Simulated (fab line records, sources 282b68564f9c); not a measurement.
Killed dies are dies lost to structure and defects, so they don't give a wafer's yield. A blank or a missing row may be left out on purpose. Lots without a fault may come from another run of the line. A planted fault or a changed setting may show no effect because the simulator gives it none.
Which tool did it? | flow rit_cmos | 15 lots, 45 wafers sampled, at 1 step of a route of 202

WHAT THE GAUGES READ, wafer by wafer
RIT_ACTIVE_BOW_MEAS_00.
lot  | measured    | on            | INCOMING_BOW (um)
L952 | day 1 10:04 | film_metro-02 | 2 -2 10
L953 | day 1 15:01 | film_metro-01 | 18 -12 -1
L954 | day 1 20:00 | film_metro-01 | -5 9 1
L955 | day 2 01:00 | film_metro-03 | -5 -1 3
L956 | day 2 06:01 | film_metro-02 | -10 0 -17
L957 | day 2 11:00 | film_metro-03 | 11 3 3
L959 | day 2 21:00 | film_metro-03 | 7 -3 -6
L960 | day 3 02:04 | film_metro-01 | 0 -13 -10
L961 | day 3 07:01 | film_metro-01 | -15 1 3
L962 | day 3 12:04 | film_metro-02 | 5 -2 6
L963 | day 3 17:00 | film_metro-01 | 1 11 -3
L964 | day 3 22:02 | film_metro-01 | -5 4 -8
L968 | day 4 18:00 | film_metro-02 | 3 -10 -3
L971 | day 5 09:02 | film_metro-01 | 5 3 -1
L973 | day 5 19:00 | film_metro-01 | -1 -1 -9

WHICH TOOL RAN EACH LOT (tool, then ch and the chambers of the sampled wafers, then the start)
The record holds no process step before these readings.

WHAT THE TOOLS THEMSELVES READ (means of the sampled wafers that have a number; where no wafer has one, the mark that the record gives instead)
The record holds no such reading with a usual standard deviation.

THE ANSWER, worked out from the rows above alone
Rule: what is usual is taken from the lots themselves. Put in order of their means at a reading, lots are off if they are a third of the lots or fewer, leave a main group of 4 or more, and stand apart from it by a gap of 3 or more times the standard deviation of the main group's means; of several such gaps the widest counts. A main group whose means are all the same, to the digits that the tables above print for the reading, isn't used. A lot without any number at a reading at which 4 lots or more have one is off too. The other lots that the step has rows for count as sound. The gauges are gone through in route order, then the tools' own readings, and for those a lot's mean is taken as printed above. The first step at which some lot is off is used, and at that step the reading that is off furthest; a lot without a number counts as furthest.
No lot is off at any reading shown: from this, nothing can be told.

WHAT THE SIMULATOR HAD PUT IN
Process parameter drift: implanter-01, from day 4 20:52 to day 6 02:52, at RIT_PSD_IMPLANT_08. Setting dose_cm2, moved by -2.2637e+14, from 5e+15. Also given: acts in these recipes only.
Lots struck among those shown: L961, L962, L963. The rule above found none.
